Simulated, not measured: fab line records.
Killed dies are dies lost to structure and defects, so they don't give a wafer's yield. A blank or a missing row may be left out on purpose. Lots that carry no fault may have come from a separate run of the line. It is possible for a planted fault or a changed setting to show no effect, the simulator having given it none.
fab line records	flow berkeley-cmos170
record: lots: 24	wafers: 72	last-day: 13
route steps=331 shown SACOX@99 SCREENOX@102 NVT@112 GATE@140 PLDD@152 M2@288
lots that met no fault: taken from a fault-free run of the same line
start-h: start of the lot's first displayed wafer, in hours after the record's first day	wait-h: hours from the lot's prior step to this one	" the same as in the row above	L1.1+2: a row that stands for several wafers	- no value, or no start was given	* or withheld: withheld	< > ~ a bound
route shown NAME@n: names a module that has steps shown in the file, with the first one's number in the route	usual: mean and standard deviation over wafers with no fault	same: alike in all rows	chamber/n: place in a boat	sites: each site's reading	_std_site: standard deviation across them	_edge_site: inner sites' mean taken away from outer sites' mean	radius-mm: for every site, how far away it sits from the centre of the wafer	mask NAME#n: copy n	behind: the last tool/chamber to shape the wafer	hold: why the lot went on hold/how many hours it stayed there/how the hold came to an end	device: transistor that didn't switch, given as n, p or np	end of line: tests of these same wafers at the route's end	a step without rows: its recipe alone	killed: dies lost to structure and defects at the first sort, not the wafer's yield	map: a wafer's dies, marking killed ones x, the rest . and places with no die _
set.NAME: the setting as run; set.NAME@STEP: as run at that earlier step	model.NAME: the simulator's own value behind a step, which no gauge read
steps of the route over a sample of lots; a table a step, a row a wafer
services: from which hour (start-h, from the record's first day; less than 0 if before it) a tool's chamber was out of use, for how many hours, and why
== steps ==
step: UCB170_SACOX_THK_MEAS_02
recipe: reads: SiO2_of_SACOX_OXIDATION_01
usual: SACOX_OXIDE_THK: 14.41/0.24
lot.wafer	tool	chamber	start-h	wait-h	SACOX_OXIDE_THK[nm]
L074.1	film-metro-01	-	112.68	0.0	14.04
L074.4	"	-	"	"	14.01
L074.6	"	-	"	"	14.12
L075.1	film-metro-01	-	127.16	0.0	13.94
L075.3	"	-	"	"	14.04
L075.6	"	-	"	"	13.98
L076.2	film-metro-04	-	127.17	0.0	14.28
L076.3	"	-	"	"	14.48
L076.6	"	-	"	"	14.36
L077.1	film-metro-03	-	141.36	0.0	14.39
L077.3	"	-	"	"	14.25
L077.6	"	-	"	"	14.29
L078.2	film-metro-01	-	141.37	0.0	14.43
L078.3	"	-	"	"	14.51
L078.5	"	-	"	"	14.44
L079.1	film-metro-04	-	151.69	0.0	14.47
L079.2	"	-	"	"	14.66
L079.3	"	-	"	"	14.64
L080.1	film-metro-04	-	160.03	0.0	14.72
L080.3	"	-	"	"	14.41
L080.6	"	-	"	"	14.75
L081.1	film-metro-01	-	160.03	0.0	14.37
L081.5	"	-	"	"	14.31
L081.6	"	-	"	"	14.05
L083.1	film-metro-04	-	164.29	0.0	14.17
L083.4	"	-	"	"	14.56
L083.6	"	-	"	"	14.78
L082.3	film-metro-03	-	164.31	0.0	14.30
L082.5	"	-	"	"	14.05
L082.6	"	-	"	"	14.38
L084.1	film-metro-01	-	174.81	0.0	14.42
L084.3	"	-	"	"	14.40
L084.5	"	-	"	"	14.45
L085.1	film-metro-03	-	174.81	0.0	14.31
L085.2	"	-	"	"	14.15
L085.3	"	-	"	"	14.18
L086.1	film-metro-04	-	174.81	0.0	14.38
L086.3	"	-	"	"	14.49
L086.4	"	-	"	"	14.65
L087.1	film-metro-03	-	187.36	0.1	14.09
L087.5	"	-	"	"	14.23
L087.6	"	-	"	"	14.30
L089.1	film-metro-01	-	187.41	0.1	14.30
L089.2	"	-	"	"	14.62
L089.4	"	-	"	"	14.71
L088.1	film-metro-03	-	187.42	0.1	14.59
L088.2	"	-	"	"	14.48
L088.6	"	-	"	"	14.69
L090.1	film-metro-04	-	205.71	0.0	14.42
L090.5	"	-	"	"	14.54
L090.6	"	-	"	"	14.72
L092.1	film-metro-01	-	205.71	0.0	14.56
L092.5	"	-	"	"	14.51
L092.6	"	-	"	"	14.54
L091.3	film-metro-03	-	205.73	0.0	14.10
L091.4	"	-	"	"	14.23
L091.5	"	-	"	"	14.16
L094.1	film-metro-03	-	217.16	0.0	14.43
L094.2	"	-	"	"	14.59
L094.5	"	-	"	"	14.25
L093.3	film-metro-01	-	217.18	0.0	14.51
L093.5	"	-	"	"	14.71
L093.6	"	-	"	"	14.79
L095.2	film-metro-01	-	235.35	0.0	14.49
L095.3	"	-	"	"	14.15
L095.6	"	-	"	"	14.71
L096.2	film-metro-03	-	235.35	0.0	14.72
L096.3	"	-	"	"	14.44
L096.4	"	-	"	"	14.38
L097.2	film-metro-04	-	235.35	0.0	14.84
L097.3	"	-	"	"	14.78
L097.5	"	-	"	"	14.66
step: UCB170_SCREENOX_THK_MEAS_02
recipe: reads: SiO2_of_SCREENOX_OXIDATION_01
usual: SCREENOX_OXIDE_THK: 14.3/0.33
lot.wafer	tool	chamber	start-h	wait-h	SCREENOX_OXIDE_THK[nm]
L074.1	film-metro-04	-	119.18	0.0	14.2
L074.4	"	-	"	"	14.3
L074.6	"	-	"	"	14.0
L075.1	film-metro-03	-	131.66	0.0	14.4
L075.3	"	-	"	"	14.1
L075.6	"	-	"	"	14.3
L076.2	film-metro-03	-	131.73	0.1	13.7
L076.3	"	-	"	"	13.9
L076.6	"	-	"	"	14.0
L077.1	film-metro-04	-	148.16	0.0	14.0
L077.3	"	-	"	"	13.8
L077.6	"	-	"	"	13.9
L078.2	film-metro-03	-	148.19	0.0	13.9
L078.3	"	-	"	"	13.8
L078.5	"	-	"	"	13.6
L079.1	film-metro-03	-	158.36	0.0	14.5
L079.2	"	-	"	"	14.6
L079.3	"	-	"	"	14.7
L080.1	film-metro-02	-	164.41	0.0	14.3
L080.3	"	-	"	"	14.2
L080.6	"	-	"	"	14.4
L081.1	film-metro-03	-	164.41	0.0	14.5
L081.5	"	-	"	"	14.2
L081.6	"	-	"	"	14.4
L083.1	film-metro-04	-	170.14	0.0	14.6
L083.4	"	-	"	"	14.5
L083.6	"	-	"	"	14.6
L082.3	film-metro-02	-	170.16	0.0	14.8
L082.5	"	-	"	"	14.8
L082.6	"	-	"	"	14.6
L085.1	film-metro-04	-	180.93	0.0	14.2
L085.2	"	-	"	"	14.3
L085.3	"	-	"	"	14.3
L086.1	film-metro-02	-	180.93	0.0	14.3
L086.3	"	-	"	"	14.4
L086.4	"	-	"	"	14.3
L084.1	film-metro-03	-	180.97	0.0	14.4
L084.3	"	-	"	"	14.4
L084.5	"	-	"	"	14.4
L087.1	film-metro-02	-	193.28	0.0	13.9
L087.5	"	-	"	"	14.2
L087.6	"	-	"	"	14.2
L089.1	film-metro-04	-	193.28	0.0	14.1
L089.2	"	-	"	"	13.9
L089.4	"	-	"	"	14.2
L088.1	film-metro-03	-	193.33	0.0	14.4
L088.2	"	-	"	"	14.5
L088.6	"	-	"	"	14.3
L090.1	film-metro-02	-	212.37	0.0	13.8
L090.5	"	-	"	"	14.0
L090.6	"	-	"	"	13.8
L092.1	film-metro-03	-	212.37	0.0	14.2
L092.5	"	-	"	"	14.1
L092.6	"	-	"	"	14.3
L091.3	film-metro-04	-	212.39	0.0	14.0
L091.4	"	-	"	"	14.1
L091.5	"	-	"	"	14.1
L093.3	film-metro-04	-	221.73	0.0	14.5
L093.5	"	-	"	"	14.2
L093.6	"	-	"	"	14.4
L094.1	film-metro-02	-	221.75	0.0	14.6
L094.2	"	-	"	"	14.4
L094.5	"	-	"	"	14.9
L095.2	film-metro-04	-	243.85	0.0	14.3
L095.3	"	-	"	"	14.3
L095.6	"	-	"	"	14.6
L097.2	film-metro-03	-	243.85	0.0	14.9
L097.3	"	-	"	"	14.9
L097.5	"	-	"	"	14.7
L096.2	film-metro-03	-	243.91	0.1	15.0
L096.3	"	-	"	"	14.9
L096.4	"	-	"	"	15.1
step: UCB170_NVT_STRIP_08
recipe: chemistry: O2	power-w: 400	pressure-mtorr: 3500	platen-temp-c: withheld	o2-flow-sccm: 400	overash-fraction: 0.5
usual: drypump-motor-current-A: 5.47/0.25	o2-flow-sccm: 400.2/1.2	oes-product-au: 0.735/0.0045	strip-time-to-endpoint-s: 21.65/0.056
lot.wafer	tool	chamber	start-h	wait-h	drypump-motor-current-A	o2-flow-sccm	oes-product-au	rf-hours-counter-h	strip-time-to-endpoint-s
L074.1	plasma-asher-02	1	126.80	0.2	5.91	400.4	0.731	40	21.65
L074.4	"	0	"	"	5.20	400.7	0.734	-	21.67
L074.6	"	1	"	"	5.92	399.5	0.741	-	21.63
L075.1	plasma-asher-01	0	138.90	0.1	5.40	400.1	0.736	40	21.62
L075.3	"	0	"	"	5.39	400.2	0.727	-	21.65
L075.6	"	0	"	"	5.40	401.0	0.744	-	21.55
L076.2	plasma-asher-03	1	139.17	0.1	5.34	399.8	0.732	2	21.54
L076.3	"	1	"	"	5.34	399.4	0.731	-	21.62
L076.6	"	0	"	"	5.49	398.5	0.742	-	21.56
L077.1	plasma-asher-02	0	154.56	0.1	5.14	399.8	0.727	43	21.74
L077.3	"	0	"	"	5.16	399.4	0.731	-	21.73
L077.6	"	1	"	"	5.89	401.7	0.730	-	21.70
L078.2	plasma-asher-01	1	154.80	0.1	5.43	399.4	0.737	42	21.71
L078.3	"	0	"	"	5.40	399.7	0.734	-	21.79
L078.5	"	1	"	"	5.43	400.6	0.734	-	21.69
L079.1	plasma-asher-02	1	164.58	0.1	5.87	401.0	0.730	44	21.63
L079.2	"	0	"	"	5.19	400.4	0.729	44	21.68
L079.3	"	0	"	"	5.18	400.8	0.730	-	21.72
L081.1	plasma-asher-03	1	171.17	0.1	5.35	400.9	0.730	6	21.68
L081.5	"	1	"	"	5.34	402.0	0.737	-	21.65
L081.6	"	0	"	"	5.58	398.2	0.735	-	21.65
L080.1	plasma-asher-02	0	171.44	0.1	5.18	401.0	0.736	45	21.71
L080.3	"	1	"	"	5.88	399.3	0.735	-	21.70
L080.6	"	0	"	"	5.18	398.5	0.741	-	21.70
L082.3	plasma-asher-03	0	177.71	0.1	5.52	400.1	0.730	-	21.70
L082.5	"	0	"	"	5.54	399.9	0.734	-	21.68
L082.6	"	1	"	"	5.38	401.6	0.734	-	21.67
L083.1	plasma-asher-02	1	177.94	0.1	5.89	401.1	0.733	45	21.63
L083.4	"	1	"	"	5.90	400.2	0.744	-	21.60
L083.6	"	0	"	"	5.18	403.4	0.724	-	21.62
L085.1	plasma-asher-03	0	186.81	0.1	5.52	398.4	0.743	8	21.68
L085.2	"	1	"	"	5.35	402.0	0.732	8	21.61
L085.3	"	0	"	"	5.48	399.5	0.734	-	21.70
L084.1	plasma-asher-02	1	186.93	0.1	5.91	400.3	0.738	46	21.71
L084.3	"	0	"	"	5.17	398.7	0.736	-	21.70
L084.5	"	0	"	"	5.16	399.1	0.730	-	21.68
L086.1	plasma-asher-01	1	187.20	0.1	5.44	401.2	0.740	45	21.64
L086.3	"	1	"	"	5.45	401.4	0.737	-	21.70
L086.4	"	0	"	"	5.38	399.6	0.736	-	21.66
L087.1	plasma-asher-02	1	198.73	0.1	5.89	400.4	0.749	48	21.56
L087.5	"	0	"	"	5.17	400.6	0.737	-	21.58
L087.6	"	1	"	"	5.92	402.6	0.739	-	21.60
L088.1	plasma-asher-01	1	199.00	0.1	5.42	402.3	0.737	47	21.65
L088.2	"	0	"	"	5.40	398.6	0.730	47	21.65
L088.6	"	1	"	"	5.41	402.1	0.738	-	21.67
L089.1	plasma-asher-01	1	199.28	0.1	5.41	401.3	0.734	47	21.61
L089.2	"	0	"	"	5.40	401.0	0.739	47	21.66
L089.4	"	0	"	"	5.41	401.5	0.741	-	21.65
L092.1	plasma-asher-02	0	220.35	0.1	5.15	401.6	0.736	50	21.67
L092.5	"	1	"	"	5.88	400.0	0.732	-	21.70
L092.6	"	0	"	"	5.15	399.4	0.735	-	21.69
L090.1	plasma-asher-01	0	220.51	0.1	5.39	401.3	0.735	49	21.63
L090.5	"	1	"	"	5.43	399.6	0.729	-	21.56
L090.6	"	0	"	"	5.39	399.8	0.740	-	21.56
L091.3	plasma-asher-02	0	220.82	0.1	5.13	400.0	0.723	-	21.68
L091.4	"	1	"	"	5.89	400.8	0.742	-	21.68
L091.5	"	1	"	"	5.87	399.9	0.739	-	21.70
L093.3	plasma-asher-03	1	227.88	0.1	5.35	399.7	0.737	-	21.63
L093.5	"	0	"	"	5.51	400.0	0.730	-	21.71
L093.6	"	1	"	"	5.36	396.8	0.737	-	21.64
L094.1	plasma-asher-01	1	227.96	0.1	5.44	399.2	0.733	50	21.63
L094.2	"	0	"	"	5.40	398.3	0.733	50	21.63
L094.5	"	1	"	"	5.43	398.1	0.733	-	21.67
L095.2	plasma-asher-02	1	251.77	0.1	5.92	401.4	0.728	53	21.58
L095.3	"	1	"	"	5.91	400.5	0.730	-	21.65
L095.6	"	0	"	"	5.20	401.5	0.742	-	21.62
L097.2	plasma-asher-03	0	252.05	0.1	5.53	399.5	0.736	14	21.74
L097.3	"	0	"	"	5.50	398.7	0.734	-	21.74
L097.5	"	1	"	"	5.36	401.0	0.742	-	21.68
L096.2	plasma-asher-01	1	252.32	0.1	5.44	399.2	0.731	53	21.57
L096.3	"	1	"	"	5.44	398.2	0.732	-	21.53
L096.4	"	0	"	"	5.42	399.9	0.736	-	21.61
step: UCB170_GATE_ETCH_14
recipe: chemistry: N2/H2	target-depth-a: withheld	overetch-a: withheld	target: BARC	time-s: withheld	source-w: 500	bias-w: 100	pressure-mtorr: 30	n2-flow-sccm: 100	h2-flow-sccm: 200
usual: drypump-motor-current-A: 5.6/0.42	h2-flow-sccm: 200.1/0.63	oes-product-au: 1.013/0.019	throttle-valve-pct: 13.30/0.19
lot.wafer	tool	chamber	start-h	wait-h	drypump-motor-current-A	h2-flow-sccm	oes-product-au	throttle-valve-pct
L074.1	rie-diel-02	3	145.26	0.0	5.3	200.9	1.044	13.18
L074.4	"	1	"	"	5.0	199.6	1.018	13.37
L074.6	"	3	"	"	5.3	200.3	1.036	13.17
L076.2	rie-diel-03	3	155.98	0.0	5.8	200.0	0.999	13.21
L076.3	"	2	"	"	5.9	200.7	1.022	13.51
L076.6	"	2	"	"	5.9	199.8	1.016	13.50
L075.1	rie-diel-02	3	156.05	0.0	5.3	200.9	1.051	13.18
L075.3	"	2	"	"	5.7	200.5	1.022	13.34
L075.6	"	3	"	"	5.3	200.4	1.043	13.18
L077.1	rie-diel-01	0	171.93	0.0	5.3	200.1	0.993	13.54
L077.3	"	2	"	"	5.1	199.7	1.027	13.16
L077.6	"	3	"	"	5.8	199.9	0.995	13.05
L078.2	rie-diel-02	0	172.17	0.0	5.8	201.0	1.006	13.05
L078.3	"	2	"	"	5.7	200.2	1.022	13.33
L078.5	"	3	"	"	5.3	200.4	1.035	13.17
L079.1	rie-diel-01	3	182.24	0.0	5.7	200.2	1.002	13.03
L079.2	"	2	"	"	5.1	200.3	1.028	13.14
L079.3	"	1	"	"	6.2	199.8	0.971	13.37
L080.1	rie-diel-02	3	190.44	0.0	5.3	199.7	1.057	13.17
L080.3	"	2	"	"	5.7	199.1	1.025	13.32
L080.6	"	1	"	"	5.0	199.6	1.002	13.36
L081.1	rie-diel-01	2	190.56	0.0	5.1	198.8	1.029	13.15
L081.5	"	0	"	"	5.3	200.9	1.005	13.54
L081.6	"	3	"	"	5.7	199.4	1.001	13.05
L083.1	rie-diel-03	1	190.78	0.0	5.2	200.8	1.039	13.51
L083.4	"	2	"	"	5.9	199.4	1.019	13.52
L083.6	"	0	"	"	6.5	198.8	1.006	13.67
L082.3	rie-diel-02	2	190.90	0.0	5.7	200.2	1.026	13.33
L082.5	"	1	"	"	5.0	200.8	1.014	13.37
L082.6	"	0	"	"	5.9	200.7	1.007	13.06
L086.1	rie-diel-01	0	206.20	0.0	5.3	199.6	1.002	13.55
L086.3	"	2	"	"	5.1	199.4	1.011	13.13
L086.4	"	1	"	"	6.2	200.4	0.954	13.37
L085.1	rie-diel-02	0	206.47	0.0	5.9	199.5	1.009	13.05
L085.2	"	3	"	"	5.3	200.1	1.057	13.18
L085.3	"	1	"	"	5.0	199.3	1.015	13.36
L084.1	rie-diel-03	3	206.59	0.0	5.8	200.1	0.993	13.21
L084.3	"	2	"	"	5.9	199.2	1.002	13.51
L084.5	"	1	"	"	5.2	200.2	1.027	13.52
L087.1	rie-diel-02	1	217.88	0.0	5.0	200.4	1.017	13.37
L087.5	"	1	"	"	5.0	200.1	1.017	13.39
L087.6	"	0	"	"	5.9	200.4	1.010	13.06
L089.1	rie-diel-01	1	218.21	0.0	6.2	201.3	0.968	13.39
L089.2	"	2	"	"	5.1	199.5	1.028	13.15
L089.4	"	3	"	"	5.8	200.6	1.000	13.04
L088.1	rie-diel-02	3	218.48	0.0	5.3	199.5	1.050	13.18
L088.2	"	0	"	"	5.8	201.2	1.003	13.06
L088.6	"	1	"	"	5.0	200.3	1.018	13.38
L091.3	rie-diel-02	0	241.81	0.0	5.9	200.5	1.005	13.08
L091.4	"	3	"	"	5.3	200.8	1.046	13.17
L091.5	"	0	"	"	5.8	199.9	1.007	13.07
L092.1	rie-diel-01	2	242.09	0.0	5.1	200.9	1.020	13.13
L092.5	"	0	"	"	5.3	200.4	1.009	13.57
L092.6	"	1	"	"	6.2	199.2	0.960	13.38
L090.1	rie-diel-03	2	242.30	0.0	5.9	199.6	1.014	13.52
L090.5	"	2	"	"	5.9	200.6	1.019	13.51
L090.6	"	1	"	"	5.2	199.4	1.033	13.52
L093.3	rie-diel-02	0	248.50	0.0	5.9	200.6	0.999	13.05
L093.5	"	0	"	"	5.9	201.1	1.008	13.06
L093.6	"	1	"	"	5.0	199.8	1.013	13.38
L094.1	rie-diel-01	3	248.77	0.0	5.8	201.6	1.003	13.05
L094.2	"	0	"	"	5.4	199.9	1.003	13.56
L094.5	"	3	"	"	5.8	200.8	0.993	13.03
L095.2	rie-diel-03	1	273.81	0.0	5.2	199.7	1.041	13.51
L095.3	"	0	"	"	6.5	200.5	1.016	13.65
L095.6	"	1	"	"	5.2	200.4	1.036	13.51
L096.2	rie-diel-02	1	274.08	0.0	5.0	199.6	1.022	13.37
L096.3	"	3	"	"	5.3	199.9	1.033	13.18
L096.4	"	1	"	"	5.0	198.8	1.019	13.35
L097.2	rie-diel-03	3	274.36	0.0	5.8	200.0	0.997	13.21
L097.3	"	1	"	"	5.2	199.8	1.035	13.49
L097.5	"	1	"	"	5.2	199.5	1.035	13.51
step: UCB170_PLDD_OVL_MEAS_07
usual: PLDD_OVL: 2/4.9
lot.wafer	tool	chamber	start-h	wait-h	PLDD_OVL[nm]
L074.1	overlay-02	-	147.05	0.1	-2
L074.4	"	-	"	"	2
L074.6	"	-	"	"	1
L076.2	overlay-02	-	157.56	0.1	5
L076.3	"	-	"	"	-1
L076.6	"	-	"	"	0
L075.1	overlay-01	-	157.95	0.1	6
L075.3	"	-	"	"	8
L075.6	"	-	"	"	2
L077.1	overlay-01	-	173.53	0.1	-4
L077.3	"	-	"	"	-1
L077.6	"	-	"	"	-5
L078.2	overlay-02	-	173.83	0.1	0
L078.3	"	-	"	"	-3
L078.5	"	-	"	"	-3
L079.1	overlay-01	-	183.70	0.1	-5
L079.2	"	-	"	"	-5
L079.3	"	-	"	"	-5
L080.1	overlay-01	-	192.05	0.1	1
L080.3	"	-	"	"	2
L080.6	"	-	"	"	-2
L081.1	overlay-02	-	192.13	0.1	-3
L081.5	"	-	"	"	-2
L081.6	"	-	"	"	-1
L083.1	overlay-01	-	192.40	0.1	6
L083.4	"	-	"	"	0
L083.6	"	-	"	"	2
L082.3	overlay-02	-	192.79	0.1	2
L082.5	"	-	"	"	3
L082.6	"	-	"	"	2
L086.1	overlay-02	-	207.81	0.1	-6
L086.3	"	-	"	"	-14
L086.4	"	-	"	"	-1
L085.1	overlay-02	-	208.14	0.1	-1
L085.2	"	-	"	"	-3
L085.3	"	-	"	"	6
L084.1	overlay-01	-	208.42	0.1	-1
L084.3	"	-	"	"	6
L084.5	"	-	"	"	4
L087.1	overlay-02	-	220.01	0.1	10
L087.5	"	-	"	"	6
L087.6	"	-	"	"	13
L089.1	overlay-01	-	220.41	0.1	1
L089.2	"	-	"	"	7
L089.4	"	-	"	"	-2
L088.1	overlay-01	-	220.65	0.1	7
L088.2	"	-	"	"	3
L088.6	"	-	"	"	8
L091.3	overlay-02	-	243.32	0.1	4
L091.4	"	-	"	"	4
L091.5	"	-	"	"	-3
L092.1	overlay-01	-	243.66	0.1	-4
L092.5	"	-	"	"	3
L092.6	"	-	"	"	1
L090.1	overlay-01	-	243.92	0.1	4
L090.5	"	-	"	"	6
L090.6	"	-	"	"	7
L093.3	overlay-02	-	250.08	0.1	5
L093.5	"	-	"	"	1
L093.6	"	-	"	"	-3
L094.1	overlay-02	-	250.40	0.1	-7
L094.2	"	-	"	"	-2
L094.5	"	-	"	"	-5
L095.2	overlay-02	-	276.15	0.1	-6
L095.3	"	-	"	"	0
L095.6	"	-	"	"	-3
L096.2	overlay-01	-	276.23	0.1	5
L096.3	"	-	"	"	3
L096.4	"	-	"	"	7
L097.2	overlay-01	-	276.78	0.1	6
L097.3	"	-	"	"	2
L097.5	"	-	"	"	10
step: UCB170_M2_ETCH_17
recipe: chemistry: N2/H2	target-depth-a: withheld	overetch-a: withheld	target: BARC	time-s: withheld	source-w: 500	bias-w: 100	pressure-mtorr: 30	n2-flow-sccm: 100	h2-flow-sccm: 200
usual: drypump-motor-current-A: 5.6/0.34	h2-flow-sccm: 200.0/0.56	oes-product-au: 1.021/0.023	throttle-valve-pct: 13.27/0.16
lot.wafer	tool	chamber	start-h	wait-h	drypump-motor-current-A	h2-flow-sccm	oes-product-au	throttle-valve-pct
L074.1	rie-diel-02	2	178.07	0.0	5.7	200.4	1.016	13.33
L074.4	"	0	"	"	5.9	200.2	1.007	13.06
L074.6	"	2	"	"	5.7	199.2	1.022	13.32
L075.1	rie-diel-04	2	191.28	0.0	5.6	200.1	1.057	13.52
L075.3	"	3	"	"	6.1	199.3	1.038	13.11
L075.6	"	3	"	"	6.1	199.5	1.022	13.10
L076.2	rie-diel-02	3	191.81	0.0	5.3	200.7	1.040	13.17
L076.3	"	1	"	"	5.0	200.4	1.007	13.36
L076.6	"	0	"	"	5.8	200.2	1.012	13.06
L077.1	rie-diel-04	1	201.82	0.0	5.3	200.4	1.000	13.35
L077.3	"	2	"	"	5.6	200.0	1.044	13.51
L077.6	"	1	"	"	5.3	200.4	1.005	13.38
L078.2	rie-diel-04	2	203.40	0.0	5.6	200.6	1.045	13.51
L078.3	"	3	"	"	6.1	200.8	1.046	13.13
L078.5	"	1	"	"	5.3	200.2	0.999	13.36
L079.1	rie-diel-04	1	210.68	0.0	5.3	200.2	1.004	13.36
L079.2	"	2	"	"	5.6	201.0	1.050	13.53
L079.3	"	3	"	"	6.1	199.0	1.039	13.11
L080.1	rie-diel-04	1	220.77	0.0	5.3	200.1	0.998	13.37
L080.3	"	3	"	"	6.1	199.5	1.035	13.11
L080.6	"	3	"	"	6.1	199.1	1.037	13.11
L083.1	rie-diel-04	0	224.17	0.0	5.6	200.4	1.024	13.23
L083.4	"	3	"	"	6.1	200.0	1.036	13.10
L083.6	"	1	"	"	5.3	201.2	1.003	13.37
L081.1	rie-diel-01	2	226.45	0.0	5.1	200.1	1.031	13.15
L081.5	"	1	"	"	6.2	200.8	0.972	13.39
L081.6	"	3	"	"	5.8	198.8	1.002	13.04
L082.3	rie-diel-01	3	227.18	0.0	5.7	199.9	1.006	13.04
L082.5	"	2	"	"	5.1	200.0	1.032	13.13
L082.6	"	1	"	"	6.2	199.4	0.966	13.36
L086.1	rie-diel-04	1	235.67	0.0	5.3	200.6	0.994	13.37
L086.3	"	3	"	"	6.1	200.4	1.026	13.11
L086.4	"	0	"	"	5.6	200.0	1.024	13.23
L084.1	rie-diel-02	0	236.78	0.0	5.9	201.3	1.018	13.06
L084.3	"	2	"	"	5.7	199.9	1.031	13.34
L084.5	"	0	"	"	5.9	199.9	1.011	13.07
L085.1	rie-diel-01	1	238.60	0.0	6.2	199.9	0.949	13.36
L085.2	"	3	"	"	5.8	201.5	0.990	13.04
L085.3	"	0	"	"	5.4	200.8	1.005	13.54
L089.1	rie-diel-01	0	247.85	0.0	5.3	201.0	0.994	13.56
L089.2	"	3	"	"	5.8	199.7	0.992	13.04
L089.4	"	0	"	"	5.4	200.1	1.003	13.56
L088.1	rie-diel-04	1	250.20	0.0	5.3	199.9	0.998	13.36
L088.2	"	3	"	"	6.1	201.1	1.039	13.10
L088.6	"	3	"	"	6.1	200.5	1.042	13.10
L087.1	rie-diel-01	3	250.55	0.0	5.8	199.8	0.994	13.03
L087.5	"	3	"	"	5.8	199.7	1.003	13.04
L087.6	"	0	"	"	5.3	199.6	1.004	13.54
L091.3	rie-diel-04	0	272.91	0.0	5.6	200.0	1.018	13.24
L091.4	"	3	"	"	6.0	199.4	1.030	13.10
L091.5	"	1	"	"	5.3	199.5	1.004	13.35
L092.1	rie-diel-04	3	275.08	0.0	6.1	199.4	1.032	13.11
L092.5	"	2	"	"	5.6	199.6	1.053	13.52
L092.6	"	3	"	"	6.1	200.7	1.035	13.13
L090.1	rie-diel-02	3	277.00	0.0	5.3	200.6	1.051	13.17
L090.5	"	2	"	"	5.7	199.1	1.037	13.33
L090.6	"	3	"	"	5.3	200.5	1.038	13.17
L093.3	rie-diel-02	3	278.82	0.0	5.3	199.4	1.049	13.16
L093.5	"	3	"	"	5.3	200.4	1.052	13.18
L093.6	"	2	"	"	5.7	199.7	1.030	13.32
L094.1	rie-diel-01	1	281.06	0.0	6.2	199.5	0.962	13.38
L094.2	"	0	"	"	5.4	200.1	0.992	13.56
L094.5	"	0	"	"	5.4	200.8	1.001	13.54
L096.2	rie-diel-02	3	307.43	0.0	5.3	198.9	1.041	13.20
L096.3	"	1	"	"	5.0	199.7	1.040	13.37
L096.4	"	3	"	"	5.3	199.7	1.051	13.18
L095.2	rie-diel-04	2	307.55	0.0	5.6	200.4	1.056	13.51
L095.3	"	1	"	"	5.3	200.0	1.004	13.36
L095.6	"	3	"	"	6.1	199.7	1.041	13.11
L097.2	rie-diel-04	2	311.68	0.0	5.6	199.8	1.041	13.51
L097.3	"	3	"	"	6.1	201.2	1.027	13.13
L097.5	"	3	"	"	6.1	200.6	1.041	13.11
== services ==
tool	chamber	start-h	hours	kind
plasma-asher-01	-	104.32	2.7	repair
rie-diel-02	-	108.56	1.7	repair
plasma-asher-03	-	108.75	9.0	pm
rie-diel-02	-	110.21	2.8	pm
plasma-asher-01	-	113.15	4.5	repair
plasma-asher-01	-	115.22	0.9	repair
rie-diel-02	-	126.67	1.3	repair
plasma-asher-02	-	146.40	2.8	pm
rie-diel-02	3	177.04	6.1	repair
rie-diel-04	0	178.04	2.2	repair
rie-diel-04	-	187.17	0.5	repair
plasma-asher-03	-	192.32	1.6	repair
rie-diel-01	0	211.91	16.4	repair
rie-diel-03	-	221.04	0.9	repair
rie-diel-02	3	224.22	11.9	repair
rie-diel-02	1	230.63	5.6	repair
rie-diel-01	2	248.60	11.1	repair
rie-diel-02	0	255.38	-	clean
rie-diel-02	2	255.82	3.0	repair
rie-diel-02	1	276.87	3.6	repair
rie-diel-04	1	282.82	4.7	repair
rie-diel-03	-	290.42	3.2	repair
plasma-asher-02	-	303.87	0.6	repair
rie-diel-03	0	311.01	4.4	repair
== key ==
fault none
